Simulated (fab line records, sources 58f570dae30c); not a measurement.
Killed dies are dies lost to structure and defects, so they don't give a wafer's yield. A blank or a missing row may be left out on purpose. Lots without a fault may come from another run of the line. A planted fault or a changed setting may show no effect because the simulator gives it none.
Split-lot experiment | flow berkeley_cmos170 | 5 lots, 23 wafers read, on a route of 331 steps

THE SPLIT
At UCB170_PWELL_CVD_05 (deposits Si3N4 from SiH2Cl2/NH3, target thk 220 nm, time 3300 s), the setting temp_c was moved away from the recipe's 800 C on 15 of the 23 wafers read, by +0.9% to +2.4%. The other wafers ran this setting at the recipe's value.

The file shows no step between the split and the reading.

THE READING
PWELL_NITRIDE_THK, in nm, at UCB170_PWELL_THK_MEAS_06. Fault-free wafers of this fab line usually give 220.7 nm, standard deviation 2.8 nm.

wafer  | tool, chamber at the split | temp_c as run, C | against the recipe | PWELL_NITRIDE_THK, nm | against lot-mates on the recipe
L076.1 | -, -                       | 800              | recipe             | 215.6                 | -
L076.3 | -, -                       | 800              | recipe             | 219.2                 | -
L076.4 | -, -                       | 800              | recipe             | 219.0                 | -
L076.5 | -, -                       | 800              | recipe             | 215.8                 | -
L076.6 | -, -                       | 800              | recipe             | 218.1                 | -
L077.1 | -, -                       | 814.3            | +1.8%              | 284.9                 | no lot-mate on the recipe
L077.2 | -, -                       | 814.3            | +1.8%              | 286.4                 | no lot-mate on the recipe
L077.3 | -, -                       | 814.3            | +1.8%              | 283.0                 | no lot-mate on the recipe
L077.4 | -, -                       | 814.3            | +1.8%              | 284.5                 | no lot-mate on the recipe
L077.6 | -, -                       | 814.3            | +1.8%              | 285.6                 | no lot-mate on the recipe
L079.2 | -, -                       | 819.6            | +2.4%              | 309.6                 | no lot-mate on the recipe
L079.3 | -, -                       | 819.6            | +2.4%              | 309.5                 | no lot-mate on the recipe
L079.4 | -, -                       | 819.6            | +2.4%              | 308.9                 | no lot-mate on the recipe
L079.5 | -, -                       | 819.6            | +2.4%              | 310.6                 | no lot-mate on the recipe
L079.6 | -, -                       | 819.6            | +2.4%              | 309.0                 | no lot-mate on the recipe
L082.2 | lpcvd-02, 0                | 800              | recipe             | 223.7                 | -
L082.3 | lpcvd-02, 0                | 800              | recipe             | 224.8                 | -
L082.6 | lpcvd-02, 0                | 800              | recipe             | 225.8                 | -
L084.1 | -, -                       | 807.5            | +0.9%              | 252.0                 | no lot-mate on the recipe
L084.3 | -, -                       | 807.5            | +0.9%              | 248.9                 | no lot-mate on the recipe
L084.4 | -, -                       | 807.5            | +0.9%              | 251.6                 | no lot-mate on the recipe
L084.5 | -, -                       | 807.5            | +0.9%              | 251.3                 | no lot-mate on the recipe
L084.6 | -, -                       | 807.5            | +0.9%              | 250.7                 | no lot-mate on the recipe

THE FIT
A straight line over all 23 wafers: PWELL_NITRIDE_THK changes by +36.5 nm for each +1% of temp_c; r = +1.00; the points scatter about the line by 2.9 nm.
Too few moved wafers have a lot-mate on the recipe to fit a line with each lot's own level taken away.

THE WHOLE CHAIN: every reading that the file lists as answering this split, in the file's order
step                     | what it does                                                    | reading                                                                       | change (the file's fit)              | r (the file's)
UCB170_PWELL_CVD_05      | deposits Si3N4 from SiH2Cl2/NH3, target thk 220 nm, time 3300 s | Si3N4_of_PWELL_CVD_05.thk_nm (the simulator's own value, which no gauge read) | +36.5 nm for each +1% of the setting | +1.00
UCB170_PWELL_THK_MEAS_06 |                                                                 | PWELL_NITRIDE_THK                                                             | +36.5 for each +1% of the setting    | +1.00

THE FILE'S OWN FIT
PWELL_NITRIDE_THK changes by +36.5 nm for each +1% of temp_c, r = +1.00.
